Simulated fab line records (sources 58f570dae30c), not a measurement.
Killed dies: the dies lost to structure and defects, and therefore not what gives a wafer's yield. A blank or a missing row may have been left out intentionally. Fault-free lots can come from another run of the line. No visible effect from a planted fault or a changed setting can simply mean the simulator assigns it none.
fab line records	flow berkeley_cmos170
record lots=14	wafers=42	last_day=12
route steps=331 shown PWELL@47 FIELD@91 NVT@113 PVT@122
lots that met no fault: from a run of the same line without faults
start_h: the number of hours between the record's first day and the start of the first shown wafer of the lot	wait_h: hours from the lot's prior step to this one	" repeats the value in the row above	L1.1+2: a single row standing in for several wafers	- value missing, or start not given	* or withheld: withheld	< > ~ a bound
route shown NAME@n: names a module that has steps shown in the file, with the first one's number in the route	usual: average and standard deviation across the fault-free wafers	same: alike in all rows	chamber/n: place in a boat	sites: each site's reading	_std_site: the standard deviation of these	_edge_site: outer sites' mean less inner sites'	radius_mm: for every site, how far away it sits from the centre of the wafer	mask NAME#n: copy n	behind: the last tool/chamber to shape the wafer	hold: why the lot went on hold/how many hours it stayed there/how the hold came to an end	device: whichever transistor did not switch (one of n, p or np)	end of line: at the end of the route, the tests of the same wafers	a step given without rows: its recipe and nothing more	killed: the dies lost at the first sort to structure and to defects; this is not the yield of the wafer	map: the dies of a wafer, with x for killed, . for not killed, _ for no die there
set.NAME: setting as actually run; set.NAME@STEP: the setting as run at that earlier step	model.NAME: the simulator's own value behind a step, which no gauge read
a sample of lots followed through the steps of the route, with each step as a table and each wafer as a row
services: from which hour (start_h, from the record's first day; less than 0 if before it) a tool's chamber was out of use, for how many hours, and why
## steps
# step UCB170_PWELL_OVL_MEAS_13
# usual PWELL_OVL=-1/5.6
lot.wafer	tool	chamber	start_h	wait_h	PWELL_OVL[nm]
L487.1	overlay-01	-	48.11	-	-6
L487.3	"	-	"	"	2
L487.6	"	-	"	"	-7
L489.3	overlay-02	-	59.53	-	4
L489.4	"	-	"	"	-1
L489.6	"	-	"	"	0
L491.1	overlay-02	-	71.69	-	1
L491.3	"	-	"	"	2
L491.5	"	-	"	"	4
L492.1	overlay-02	-	72.22	-	0
L492.4	"	-	"	"	7
L492.5	"	-	"	"	-3
L493.1	overlay-01	-	85.11	-	-8
L493.2	"	-	"	"	6
L493.3	"	-	"	"	2
L495.3	overlay-01	-	92.11	-	4
L495.4	"	-	"	"	0
L495.6	"	-	"	"	3
L494.2	overlay-02	-	92.15	-	1
L494.4	"	-	"	"	-1
L494.5	"	-	"	"	4
L497.2	overlay-01	-	99.00	-	3
L497.5	"	-	"	"	1
L497.6	"	-	"	"	5
L500.1	overlay-01	-	109.87	-	3
L500.3	"	-	"	"	7
L500.6	"	-	"	"	-9
L503.2	overlay-02	-	121.97	-	-1
L503.5	"	-	"	"	-1
L503.6	"	-	"	"	0
L502.1	overlay-02	-	122.37	-	3
L502.3	"	-	"	"	4
L502.4	"	-	"	"	12
L501.1	overlay-02	-	122.60	-	7
L501.3	"	-	"	"	-1
L501.5	"	-	"	"	-5
L504.1	overlay-02	-	131.03	-	0
L504.2	"	-	"	"	-4
L504.6	"	-	"	"	-4
L508.3	overlay-01	-	153.33	-	-7
L508.5	"	-	"	"	0
L508.6	"	-	"	"	-4
# step UCB170_FIELD_THK_MEAS_02
# recipe reads=SiO2_of_FIELD_OXIDATION_01
# usual FIELD_OXIDE_THK=555/12
lot.wafer	tool	chamber	start_h	wait_h	FIELD_OXIDE_THK[nm]
L487.1	film_metro-02	-	86.17	0.0	553
L487.3	"	-	"	"	559
L487.6	"	-	"	"	562
L489.3	film_metro-03	-	98.19	0.0	547
L489.4	"	-	"	"	541
L489.6	"	-	"	"	542
L491.1	film_metro-03	-	105.67	0.0	575
L491.3	"	-	"	"	560
L491.5	"	-	"	"	567
L492.1	film_metro-03	-	111.59	0.0	566
L492.4	"	-	"	"	574
L492.5	"	-	"	"	561
L493.1	film_metro-02	-	118.75	0.0	535
L493.2	"	-	"	"	535
L493.3	"	-	"	"	537
L494.2	film_metro-03	-	128.84	0.0	555
L494.4	"	-	"	"	559
L494.5	"	-	"	"	556
L495.3	film_metro-02	-	128.85	0.0	562
L495.4	"	-	"	"	567
L495.6	"	-	"	"	564
L497.2	film_metro-03	-	134.44	0.0	552
L497.5	"	-	"	"	540
L497.6	"	-	"	"	540
L500.1	film_metro-04	-	149.22	0.0	565
L500.3	"	-	"	"	552
L500.6	"	-	"	"	550
L501.1	film_metro-03	-	166.57	0.0	540
L501.3	"	-	"	"	542
L501.5	"	-	"	"	540
L503.2	film_metro-04	-	166.58	0.0	548
L503.5	"	-	"	"	532
L503.6	"	-	"	"	537
L502.1	film_metro-04	-	166.63	0.1	550
L502.3	"	-	"	"	554
L502.4	"	-	"	"	539
L504.1	film_metro-04	-	170.82	0.0	574
L504.2	"	-	"	"	568
L504.6	"	-	"	"	581
L508.3	film_metro-02	-	193.51	0.0	552
L508.5	"	-	"	"	555
L508.6	"	-	"	"	554
# step UCB170_NVT_TW_MEAS_09
# usual NVT_TW=522/4.7
lot.wafer	tool	chamber	start_h	wait_h	NVT_TW
L487.1	film_metro-01	-	104.70	0.1	521
L487.3	"	-	"	"	522
L487.6	"	-	"	"	520
L489.3	film_metro-01	-	116.97	0.1	522
L489.4	"	-	"	"	521
L489.6	"	-	"	"	521
L491.1	film_metro-04	-	127.52	0.1	522
L491.3	"	-	"	"	517
L491.5	"	-	"	"	522
L492.1	film_metro-01	-	133.46	0.1	523
L492.4	"	-	"	"	523
L492.5	"	-	"	"	520
L493.1	film_metro-01	-	141.20	0.1	524
L493.2	"	-	"	"	522
L493.3	"	-	"	"	523
L494.2	film_metro-01	-	152.84	0.1	519
L494.4	"	-	"	"	517
L494.5	"	-	"	"	518
L495.3	film_metro-04	-	153.13	0.1	520
L495.4	"	-	"	"	519
L495.6	"	-	"	"	524
L497.2	film_metro-01	-	161.72	0.1	518
L497.5	"	-	"	"	514
L497.6	"	-	"	"	519
L500.1	film_metro-04	-	171.40	0.1	519
L500.3	"	-	"	"	519
L500.6	"	-	"	"	520
L503.2	film_metro-04	-	188.35	0.1	520
L503.5	"	-	"	"	518
L503.6	"	-	"	"	517
L501.1	film_metro-04	-	188.81	0.1	521
L501.3	"	-	"	"	518
L501.5	"	-	"	"	521
L502.1	film_metro-02	-	188.85	0.1	531
L502.3	"	-	"	"	530
L502.4	"	-	"	"	529
L504.1	film_metro-04	-	194.67	0.1	519
L504.2	"	-	"	"	522
L504.6	"	-	"	"	520
L508.3	film_metro-02	-	223.30	0.1	533
L508.5	"	-	"	"	531
L508.6	"	-	"	"	533
# step UCB170_PVT_IMPLANT_07
# recipe species=P	dose_cm2=2e+12	energy_kev=30	tilt_deg=7
# usual beam_energy_keV=30.002/0.0097	dose_ions_cm2=2.0001e+12/2.4e+09	faraday_current_uA=6.36/0.12
lot.wafer	tool	chamber	start_h	wait_h	beam_energy_keV	dose_ions_cm2	faraday_current_uA
L487.1	implanter-03	0	106.97	0.0	29.997	2.0001e+12	6.38
L487.3	"	0	"	"	29.998	2.0009e+12	6.40
L487.6	"	0	"	"	30.003	1.9986e+12	6.44
L489.3	implanter-01	0	118.77	0.1	30.011	2.0014e+12	6.34
L489.4	"	0	"	"	30.009	1.9975e+12	6.26
L489.6	"	0	"	"	29.980	2.0022e+12	6.62
L491.1	implanter-04	0	130.79	0.0	30.009	2e+12	6.38
L491.3	"	0	"	"	30.009	1.996e+12	6.24
L491.5	"	0	"	"	30.011	1.9959e+12	6.29
L492.1	implanter-03	0	136.53	0.0	29.997	1.9991e+12	6.47
L492.4	"	0	"	"	29.991	2.0037e+12	6.33
L492.5	"	0	"	"	30.005	1.9992e+12	6.49
L493.1	implanter-04	0	142.62	0.0	29.997	2.003e+12	6.53
L493.2	"	0	"	"	29.972	1.9994e+12	6.29
L493.3	"	0	"	"	30.007	2.001e+12	6.32
L494.2	implanter-04	0	154.29	0.0	30.011	1.9987e+12	6.35
L494.4	"	0	"	"	29.988	2.0014e+12	6.50
L494.5	"	0	"	"	30.001	1.9992e+12	6.43
L495.3	implanter-03	0	154.62	0.1	30.001	1.9969e+12	6.62
L495.4	"	0	"	"	29.991	1.9991e+12	6.18
L495.6	"	0	"	"	30.004	1.9965e+12	6.55
L497.2	implanter-03	0	163.31	0.0	30.000	1.5594e+12	4.83
L497.5	"	0	"	"	30.002	1.5591e+12	4.85
L497.6	"	0	"	"	30.008	1.5611e+12	4.84
L500.1	implanter-03	0	172.77	0.0	30.013	1.5614e+12	4.83
L500.3	"	0	"	"	30.010	1.5599e+12	5.11
L500.6	"	0	"	"	30.011	1.5625e+12	4.90
L503.2	implanter-04	0	190.11	0.0	30.009	2e+12	6.40
L503.5	"	0	"	"	30.013	1.9963e+12	6.34
L503.6	"	0	"	"	29.996	2.0007e+12	6.52
L501.1	implanter-01	0	190.44	0.0	29.999	2.0039e+12	6.39
L501.3	"	0	"	"	30.002	2.0018e+12	6.33
L501.5	"	0	"	"	30.001	2.0017e+12	6.33
L502.1	implanter-04	0	190.68	0.0	29.978	1.9988e+12	6.43
L502.3	"	0	"	"	29.999	2.0027e+12	6.63
L502.4	"	0	"	"	29.999	1.999e+12	6.24
L504.1	implanter-04	0	195.88	0.0	29.998	2.0014e+12	6.47
L504.2	"	0	"	"	29.978	1.9987e+12	6.22
L504.6	"	0	"	"	29.998	2.0006e+12	6.29
L508.3	implanter-04	0	224.59	0.1	30.015	1.999e+12	6.33
L508.5	"	0	"	"	30.006	1.9986e+12	6.26
L508.6	"	0	"	"	29.995	2.0008e+12	6.39
# step UCB170_PVT_TW_MEAS_09
# usual PVT_TW=506/3.8
lot.wafer	tool	chamber	start_h	wait_h	PVT_TW
L487.1	film_metro-02	-	107.22	0.1	513
L487.3	"	-	"	"	514
L487.6	"	-	"	"	513
L489.3	film_metro-04	-	118.99	0.1	508
L489.4	"	-	"	"	509
L489.6	"	-	"	"	508
L491.1	film_metro-04	-	131.04	0.1	502
L491.3	"	-	"	"	503
L491.5	"	-	"	"	503
L492.1	film_metro-04	-	136.78	0.1	502
L492.4	"	-	"	"	504
L492.5	"	-	"	"	503
L493.1	film_metro-03	-	142.87	0.1	508
L493.2	"	-	"	"	508
L493.3	"	-	"	"	509
L494.2	film_metro-04	-	154.53	0.1	505
L494.4	"	-	"	"	506
L494.5	"	-	"	"	504
L495.3	film_metro-04	-	154.84	0.1	506
L495.4	"	-	"	"	506
L495.6	"	-	"	"	507
L497.2	film_metro-04	-	163.55	0.1	469
L497.5	"	-	"	"	466
L497.6	"	-	"	"	468
L500.1	film_metro-04	-	173.02	0.1	466
L500.3	"	-	"	"	466
L500.6	"	-	"	"	469
L503.2	film_metro-04	-	190.34	0.1	505
L503.5	"	-	"	"	502
L503.6	"	-	"	"	502
L501.1	film_metro-03	-	190.69	0.1	508
L501.3	"	-	"	"	505
L501.5	"	-	"	"	507
L502.1	film_metro-04	-	190.93	0.1	501
L502.3	"	-	"	"	503
L502.4	"	-	"	"	501
L504.1	film_metro-04	-	196.13	0.1	507
L504.2	"	-	"	"	503
L504.6	"	-	"	"	504
L508.3	film_metro-03	-	224.81	0.1	506
L508.5	"	-	"	"	507
L508.6	"	-	"	"	508
## services
tool	chamber	start_h	hours	kind
implanter-04	-	97.11	0.9	repair
implanter-01	-	108.81	2.2	pm
## key
first_sign step=UCB170_PVT_IMPLANT_07	reading=dose_ions_cm2	direction=down	sigmas=99+	usual=2.0001e+12	struck=1.5606e+12
effect step=UCB170_PVT_IMPLANT_07	reading=faraday_current_uA	direction=down	sigmas=12	usual=6.36	struck=4.89
effect step=UCB170_PVT_TW_MEAS_09	reading=PVT_TW	direction=down	sigmas=10	usual=506	struck=467
met_at UCB170_PVT_IMPLANT_07
struck_lots L497,L500
rows_end L500.1,L500.3,L500.6
tester_left_out L497
not_acting_at UCB170_PWELL_OVL_MEAS_13,UCB170_FIELD_THK_MEAS_02,UCB170_NVT_TW_MEAS_09
onset_between 154.62 163.31
fault kind=process_parameter_drift	tool=implanter-03	chamber=-	onset_h=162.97	steps=UCB170_PVT_IMPLANT_07	channel=dose_cm2	offset=-4.4e+11	shape=step	end_h=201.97	acts_in=these_recipes_only	stated=2e+12
# tester_left_out: of these lots the tester's yield and bins aren't shown, on N5 and GAA mostly nor the transistor test; their killed dies are dies lost to structure and defects alone, not to doping, threshold or leakage, so they don't give the yield
# rows_end: these wafers met a further fault down the route, and their rows from its step on are left out
